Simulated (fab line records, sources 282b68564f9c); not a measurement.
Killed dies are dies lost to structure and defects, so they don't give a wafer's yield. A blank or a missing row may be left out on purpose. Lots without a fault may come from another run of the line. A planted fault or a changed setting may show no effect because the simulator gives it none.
A struck lot beside a sound one | flow rit_cmos | 17 steps out of a route of 202
Sound: wafers L286.1, L286.2, L286.4. Struck: wafers L285.2, L285.3, L285.6. The cause comes at the end.
At each step with rows: each side's tool, then ch and its chambers, then its first start. Under that, the readings that differ: sound wafers | struck wafers | difference of the means | sigmas: that difference in standard deviations of wafers without a fault.
alike: readings whose means differ by less than 2 such deviations, and words and numbers that are the same on both sides. not compared: withheld readings, readings that some wafer has no value for, bounds like >300 that may hide the same value, and numbers for which the record gives no deviation and whose values overlap.
The two part at a step that has a row with sigmas, a row that says differs or no value, or rows on one side only. Numbers that don't overlap but have no deviation are shown without sigmas and don't part them. A reading that every wafer of one side lacks parts them only if that side has two wafers or more.

RIT_NWELL_TW_MEAS_10:
  sound on film_metro-03, day 3 18:14; struck on film_metro-04, day 3 15:07
  alike: NWELL_TW
then, 6 steps without rows for these wafers: RIT_PWELL_HMDS_00 (prime time 60 s); RIT_PWELL_COAT_01 (resist thk 1300 nm); RIT_PWELL_SOFTBAKE_02 (time 60 s); RIT_PWELL_EXPOSE_03 (exposes mask M3, target cd 43700 nm); RIT_PWELL_PEB_04; RIT_PWELL_DEVELOP_05 (develop time 68 s).
RIT_PWELL_OVL_MEAS_06:
  sound on overlay-02, day 3 19:18; struck on overlay-01, day 3 16:11
  alike: PWELL_OVL
then, 2 steps without rows for these wafers: RIT_PWELL_HARDBAKE_07 (time 120 s); RIT_PWELL_IMPLANT_08.
RIT_PWELL_STRIP_09: strips in O2, time 180 s.
  sound on plasma_asher-04 ch 0,1, day 3 19:53; struck on plasma_asher-01 ch 0,1, day 3 16:37
  alike: drypump_motor_current_A, o2_flow_sccm, rf_refl_power_W
  not compared: rf_hours_counter_h
RIT_PWELL_TW_MEAS_10:
  sound on film_metro-01, day 3 20:04; struck on film_metro-03, day 3 16:47
  reading  | sound       | struck      | difference | sigmas
  PWELL_TW | 946 947 943 | 927 926 931 | -17        | -3
RIT_WELLDRIVE_ANNEAL_00: time 14700 s.
  sound on furnace-02 ch 0, day 3 20:07; struck on furnace-01 ch 0, day 3 16:50
  reading                | sound                | struck               | difference | sigmas
  spike_tc_centre_C (C)  | 1103.7 1102.9 1102.8 | 1116.3 1117.1 1116.4 | +13.5      | +8
  spike_tc_load_C (C)    | 1126.0 1127.1 1125.4 | 1139.4 1139.9 1142.2 | +14.3      | +7
  spike_tc_source_C (C)  | 1120.6 1118.4 1118.2 | 1140.2 1142.6 1140.8 | +22.1      | +10
  tube_center_temp_C (C) | 1099.9 1100 1099.9   | 1115.1 1115.3 1115   | +15.2      | +99 or more
  tube_center_temp_C_max | 1102.5 1102.9 1104.0 | 1117.9 1119.3 1117.5 | +15.1      | +31
RIT_WELLDRIVE_RS_MEAS_01: measures by four-point-probe.
  sound on film_metro-04, day 4 01:12; struck on film_metro-03, day 3 21:57
  reading           | sound             | struck            | difference | sigmas
  NWELL_RS (ohm/sq) | 275.8 275.6 275.9 | 260.5 259.9 260.0 | -15.6      | -20
RIT_WELLDRIVE_RS_MEAS_02: measures by four-point-probe.
  sound on film_metro-04, day 4 01:19; struck on film_metro-03, day 3 22:04
  reading           | sound             | struck            | difference | sigmas
  PWELL_RS (ohm/sq) | 432.2 432.2 431.8 | 415.3 413.7 415.0 | -17.4      | -13
then, 1 step without rows for these wafers: RIT_NRETRO_HMDS_00 (prime time 60 s).
RIT_M1_PROBE_99:
  sound on prober-02, day 5 08:01; struck on prober-01, day 5 02:47
  reading                             | sound             | struck            | difference | sigmas
  model.etest.nwell_pinched.rs_ohm_sq | 336.7 336.5 336.7 | 308.2 307.2 305.6 | -29.6      |
  model.etest.pwell_pinched.rs_ohm_sq | 459 467.6 460.6   | 441.8 431.8 433.8 | -26.6      |
  model.etest.pwell.rs_ohm_sq         | 413.9 420.8 416.9 | 399.5 394.4 394.6 | -21.0      |
  model.etest.nmos_narrow.drive_ua_um | 206.3 203.4 202.8 | 219 217.3 216.3   | +13        |
  model.etest.nmos_0p3.drive_ua_um    | 204.5 204 203.5   | 217.4 212.4 213.4 | +10.4      |
  model.etest.pmos_narrow.drive_ua_um | 93.93 94.1 91.78  | 99.92 96.82 98.06 | +5.00      |
  model.etest.pmos_0p3.drive_ua_um    | 92.39 91.84 91.74 | 96.94 94.74 93.5  | +3.07      |
  model.etest.field_n.vt_v (V)        | 34.52 35.31 35    | 31.35 32.07 31.79 | -3.21      |
  alike: killed_at_contacts, killed_at_front_end, killed_dies, killed_open, killed_short

WHERE THEY PART
First at RIT_PWELL_TW_MEAS_10; last, within this record, at RIT_WELLDRIVE_RS_MEAS_02. Later steps at which nothing parts them and some readings are alike: RIT_M1_PROBE_99.

WHY: what the simulator had put in
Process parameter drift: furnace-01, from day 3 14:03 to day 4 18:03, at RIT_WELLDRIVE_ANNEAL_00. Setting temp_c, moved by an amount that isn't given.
